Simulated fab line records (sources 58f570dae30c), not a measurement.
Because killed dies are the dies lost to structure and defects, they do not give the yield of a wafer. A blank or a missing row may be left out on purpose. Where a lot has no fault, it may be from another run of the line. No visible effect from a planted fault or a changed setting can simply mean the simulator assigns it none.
Struck lot and sound lot, side by side | flow berkeley_cmos170 | 21 steps out of a route of 331
Sound: the wafers L150.3, L150.4, L150.6. The struck wafers were L161.1, L161.4, L161.6. The cause comes at the end.
At each step with rows: each side's tool, then ch and its chambers, then its first start. Under that, the readings that differ: sound wafers | struck wafers | difference of the means | sigmas: that difference in standard deviations of wafers without a fault.
alike: same words and numbers on both sides, and readings whose means sit less than 2 such deviations apart. not compared: any withheld reading, any reading some wafer has no value for, any bound like >300 that may hide the same value, and any number with overlapping values for which the record gives no deviation.
A row with sigmas, a row that says differs or no value, or rows on one side alone: a step with any of these is where the two part. Numbers that don't overlap but have no deviation are shown without sigmas and don't part them. A reading that every wafer of one side lacks parts them only if that side has two wafers or more.

first, 3 steps without rows for these wafers: UCB170_PSD_EXPOSE_03 (exposes mask PSELECT MOD, target cd 1200 nm); UCB170_PSD_PEB_04; UCB170_PSD_DEVELOP_05 (develop time 45 s).
UCB170_PSD_CD_MEAS_06: the cd target is 1200 nm.
  sound on cd_sem-02, day 6 04:01; struck on cd_sem-02, day 8 18:28
  alike: cd_nm
UCB170_PSD_OVL_MEAS_07:
  sound on overlay-01, day 6 04:06; struck on overlay-02, day 8 18:35
  alike: PSD_OVL
following that, these wafers have no rows for 1 step: UCB170_PSD_IMPLANT_08.
UCB170_PSD_STRIP_09: strips in O2.
  sound on plasma_asher-04 ch 0,1, day 6 04:19; struck on plasma_asher-04 ch 0,1, day 8 18:46
  alike: drypump_motor_current_A, oes_product_au, strip_time_to_endpoint_s
  not compared: rf_hours_counter_h
UCB170_PSD_TW_MEAS_10:
  sound on film_metro-01, day 6 04:23; struck on film_metro-03, day 8 18:52
  alike: PSD_TW
then, 4 steps without rows for these wafers: UCB170_PSD_CLEAN_11 (cleans in SPM, time 600 s); UCB170_NSD_HMDS_00 (prime time 60 s); UCB170_NSD_COAT_01 (resist thk 900 nm); UCB170_NSD_SOFTBAKE_02 (time 60 s).
UCB170_NSD_EXPOSE_03: exposes mask NSELECT MOD, target cd 1200 nm.
  sound on krf_scanner-01 ch 0, day 6 05:18; struck on krf_scanner-01 ch 0, day 8 19:50
  reading | sound                                     | struck                                    | difference | sigmas
  mask    | NSELECT_MOD#0 NSELECT_MOD#0 NSELECT_MOD#0 | PSELECT_MOD#0 PSELECT_MOD#0 PSELECT_MOD#0 | differs    |
then, 2 steps without rows for these wafers: UCB170_NSD_PEB_04; UCB170_NSD_DEVELOP_05 (develop time 45 s).
UCB170_NSD_CD_MEAS_06: the cd target is 1200 nm.
  sound on cd_sem-02, day 6 05:41; struck on cd_sem-02, day 8 20:16
  reading    | sound                | struck | difference                    | sigmas
  cd_nm (nm) | 1201.3 1199.8 1201.3 | - - -  | no value on the struck wafers |
UCB170_NSD_OVL_MEAS_07:
  sound on overlay-01, day 6 05:47; struck on overlay-01, day 8 20:23
  reading      | sound | struck | difference                    | sigmas
  NSD_OVL (nm) | 0 5 8 | - - -  | no value on the struck wafers |
following that, these wafers have no rows for 1 step: UCB170_NSD_IMPLANT_08.
UCB170_NSD_STRIP_09: strips in O2.
  sound on plasma_asher-04 ch 0,1, day 6 05:59; struck on plasma_asher-02 ch 0,1, day 8 20:34
  reading                     | sound       | struck      | difference | sigmas
  drypump_motor_current_A (A) | 4.9 5.4 4.9 | 6.3 5.8 6.3 | +1.1       | +2
  alike: oes_product_au, strip_time_to_endpoint_s
  not compared: rf_hours_counter_h
UCB170_NSD_TW_MEAS_10:
  sound on film_metro-01, day 6 06:05; struck on film_metro-01, day 8 20:40
  reading | sound          | struck   | difference | sigmas
  NSD_TW  | 4250 4238 4252 | 30 30 30 | -4217      | -96
then, 1 step without rows for these wafers: UCB170_NSD_CLEAN_11 (cleans in SPM, time 600 s).

## WHERE THEY PART
At UCB170_NSD_EXPOSE_03 first; at UCB170_NSD_TW_MEAS_10 last (within this record only).

WHY: the cause the simulator had injected
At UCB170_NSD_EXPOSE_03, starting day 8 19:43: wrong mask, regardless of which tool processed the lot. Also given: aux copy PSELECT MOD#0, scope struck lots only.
